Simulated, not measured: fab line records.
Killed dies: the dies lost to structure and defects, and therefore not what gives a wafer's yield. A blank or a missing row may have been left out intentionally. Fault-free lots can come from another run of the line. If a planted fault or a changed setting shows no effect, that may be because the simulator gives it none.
Which tool was responsible?    flow ritCmos    14 lots with 42 wafers sampled at 2 steps, on a route of 202 steps

WHAT EACH GAUGE READ, for each wafer
RIT_ACTIVE_THK_MEAS_02.
lot   measured     on            ACTIVE_OXIDE_THK (nm)
L485  day 1 17:04  filmMetro-03  46.9 46.2 47.2
L486  day 2 00:19  filmMetro-02  46.3 47.5 46.4
L489  day 2 14:12  filmMetro-02  46.8 47.0 47.1
L491  day 3 01:08  filmMetro-03  45.6 46.0 45.8
L492  day 3 08:04  filmMetro-03  45.6 45.6 46.0
L493  day 3 20:16  filmMetro-03  45.2 46.4 45.1
L494  day 3 20:17  filmMetro-02  45.5 46.4 46.3
L495  day 3 20:16  filmMetro-01  46.5 46.8 46.2
L496  day 4 05:14  filmMetro-03  46.9 46.5 47.0
L497  day 4 05:15  filmMetro-02  46.0 45.9 47.0
L501  day 5 01:23  filmMetro-01  49.0 48.1 48.6
L502  day 5 11:23  filmMetro-02  45.8 46.7 46.3
L504  day 5 16:36  filmMetro-02  41.5 41.6 41.6
L505  day 5 21:20  filmMetro-03  40.0 40.7 40.7

EACH LOT AND THE TOOL THAT RAN IT (in order: tool; ch and the chambers of the sampled wafers; start)
lot   RIT_ACTIVE_OXIDATION_01
L485  furnace-03 ch 0, day 1 15:07
L486  furnace-01 ch 0, day 1 22:21
L489  furnace-01 ch 0, day 2 12:14
L491  furnace-01 ch 0, day 2 23:12
L492  furnace-04 ch 0, day 3 06:08
L493  furnace-04 ch 0, day 3 18:20
L494  furnace-04 ch 0, day 3 18:20
L495  furnace-04 ch 0, day 3 18:20
L496  furnace-03 ch 0, day 4 03:19
L497  furnace-03 ch 0, day 4 03:19
L501  furnace-04 ch 0, day 4 23:28
L502  furnace-01 ch 0, day 5 09:28
L504  furnace-04 ch 0, day 5 14:40
L505  furnace-04 ch 0, day 5 19:24
- RIT_ACTIVE_OXIDATION_01: target thk 46.8 nm, ox time 3360 s.

WHAT THE TOOLS THEMSELVES READ (means of the sampled wafers that have a number; where no wafer has one, the mark that the record gives instead)
RIT_ACTIVE_OXIDATION_01.
lot   tool        spikeTcCentreC (C)  spikeTcLoadC (C)  tubeCenterTempC (C)  tube_center_temp_C_max
L485  furnace-03  1003.7              1030              1000                 1002.5
L486  furnace-01  1003.8              1022              1000                 1002.7
L489  furnace-01  1002.7              1022              1000                 1002.2
L491  furnace-01  1002.0              1022              1000                 1002.2
L492  furnace-04  1001.0              1028              1000                 1002.4
L493  furnace-04  1000.2              1028              1000                 1002.5
L494  furnace-04  1000.4              1027              1000                 1002.4
L495  furnace-04  1000.2              1026              1000                 1002.7
L496  furnace-03  1002.8              1029              1000                 1002.6
L497  furnace-03  1003.9              1029              1000                 1002.4
L501  furnace-04  1002.0              1027              1000                 1002.5
L502  furnace-01  1002.7              1021              1000                 1002.8
L504  furnace-04  988.7               1014              988                  990.9
L505  furnace-04  988.5               1015              988                  990.9

THE ANSWER, worked out from the rows above alone
Rule: usual is defined by the lots themselves. Put in order of their means at a reading, lots are off if they are a third of the lots or fewer, leave a main group of 4 or more, and stand apart from it by a gap of 3 or more times the standard deviation of the main group's means; of several such gaps the widest counts. A main group whose means are all the same, to the digits that the tables above print for the reading, isn't used. A lot without any number at a reading at which 4 lots or more have one is off too. Any other lot the step has rows for is counted as sound. First the gauges in route order, then the tools' own readings, where a lot's mean is used as printed above. The first step at which some lot is off is used, and at that step the reading that is off furthest; a lot without a number counts as furthest.
Off: at RIT_ACTIVE_THK_MEAS_02 (ACTIVE_OXIDE_THK), L504, L505. Mean 46.5 nm and standard deviation 0.76 in the main group.
If a tool, at a process step before that reading, ran all the lots that are off and no sound lot after the first of them, it fits. The gauges at RIT_ACTIVE_THK_MEAS_02 aren't tried: what is off there is off at RIT_ACTIVE_OXIDATION_01 too, on other tools, and a gauge's error can't cause that. One fits: furnace-04 at RIT_ACTIVE_OXIDATION_01. Its last sound lot is L501 (day 4 23:28), its first lot that is off L504 (day 5 14:40): a fault that began between those two fits.
The tool's own readings at RIT_ACTIVE_OXIDATION_01 bear it out: on the lots that are off they differ by more than 5 times the standard deviation of the sound lots' means. spikeTcCentreC reads 988.6 C there against 1002.1 C on the sound lots; tubeCenterTempC reads 988 C there against 1000 C on the sound lots; tube_center_temp_C_max reads 990.9 there against 1002.5 on the sound lots.

WHAT THE SIMULATOR PUT IN
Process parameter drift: furnace-04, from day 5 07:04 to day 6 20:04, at RIT_ACTIVE_OXIDATION_01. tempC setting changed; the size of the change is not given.
Lots struck among those shown: L504, L505. The rule above reached the same finding.
